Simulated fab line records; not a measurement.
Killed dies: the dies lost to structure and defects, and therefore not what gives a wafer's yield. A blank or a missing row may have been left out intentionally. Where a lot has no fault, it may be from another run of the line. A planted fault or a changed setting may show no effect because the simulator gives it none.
A single fault, viewed from 2 desks -- flow ritCmos -- only its own numbers are on each desk; what lay behind them is given at the end

TOOL OWNER'S DESK, pvdSputter-03
The tool's own readings at RIT_SILICIDE_SPUTTER_01 (material Ti, target thk 30 nm, time 240 s): means of the sampled wafers that have a number, for each lot that ran on this tool. The brackets show how far a lot's mean lies from the usual mean; more than 4 standard deviations puts the lot out of limits, marked OUT.
Columns: A = cathodeDcPowerW at RIT_SILICIDE_SPUTTER_01, usual 349.99 W; B = chamberPressurePa at RIT_SILICIDE_SPUTTER_01, usual 0.6670 Pa; C = throttleValvePct at RIT_SILICIDE_SPUTTER_01, usual 30.0 %
lot,first seen here,A,B,C
L440,day 3 07:30,350.01,0.6668,28.7
L444,day 4 02:27,329.56 (-99 or more) OUT,0.6678,29.3
L458,day 7 01:39,349.97,0.6669,29.9
L460,day 7 10:38,350.01,0.6683,30.4
L462,day 7 20:04,349.95,0.6664,30.4
This desk's verdict: out of limits on L444, starting with L444 at day 4 02:27 (cathodeDcPowerW at RIT_SILICIDE_SPUTTER_01). L440, L458, L460, L462: within limits.

THE METROLOGY DESK
What the gauges read for every lot (on any tool): the sampled wafers with a number, averaged. The brackets show how far a lot's mean lies from the usual mean; more than 4 standard deviations puts the lot out of limits, marked OUT.
Columns: A = SILICIDE_TI_RS at RIT_SILICIDE_RS_MEAS_02, usual 47.5 ohm/sq; B = SILICIDE_TI_THK at RIT_SILICIDE_THK_MEAS_03, usual 30.6 nm
lot,first seen here,A,B
L439,day 3 01:31,46.4,31.1
L440,day 3 07:43,47.6,30.5
L441,day 3 12:36,47.7,30.5
L444,day 4 02:37,51.6 (+6.4) OUT,28.7 (-5.6) OUT
L453,day 6 00:39,47.1,30.9
L455,day 6 10:14,48.2,30.2
L457,day 6 20:04,46.4,31.3
L458,day 7 01:48,48.1,30.3
L459,day 7 06:41,47.1,30.9
L460,day 7 10:48,47.9,30.4
L461,day 7 15:40,46.5,31.1
L462,day 7 20:13,47.5,30.6
This desk finds L444 out of limits, with the earliest case on L444 at day 4 02:37 (SILICIDE_TI_RS at RIT_SILICIDE_RS_MEAS_02). L439, L440, L441, L453, L455, L457, L458, L459, L460, L461, L462: within limits.

ALL TOGETHER
At day 4 02:27, on L444, the tool owner's desk was in a position to raise an alarm.
L444 would have let the metrology desk raise an alarm at day 4 02:37.
All the named lots went through RIT_SILICIDE_SPUTTER_01 on pvdSputter-03.

WHAT THE SIMULATOR HAD INSERTED
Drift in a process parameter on pvdSputter-03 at RIT_SILICIDE_SPUTTER_01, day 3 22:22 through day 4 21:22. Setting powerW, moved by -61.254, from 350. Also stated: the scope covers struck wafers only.
Shown lots that were struck: L444.
Delay (hours) between the fault's onset and each desk's first out-of-limits reading: 4 at the tool owner's desk, 4 at the metrology desk.
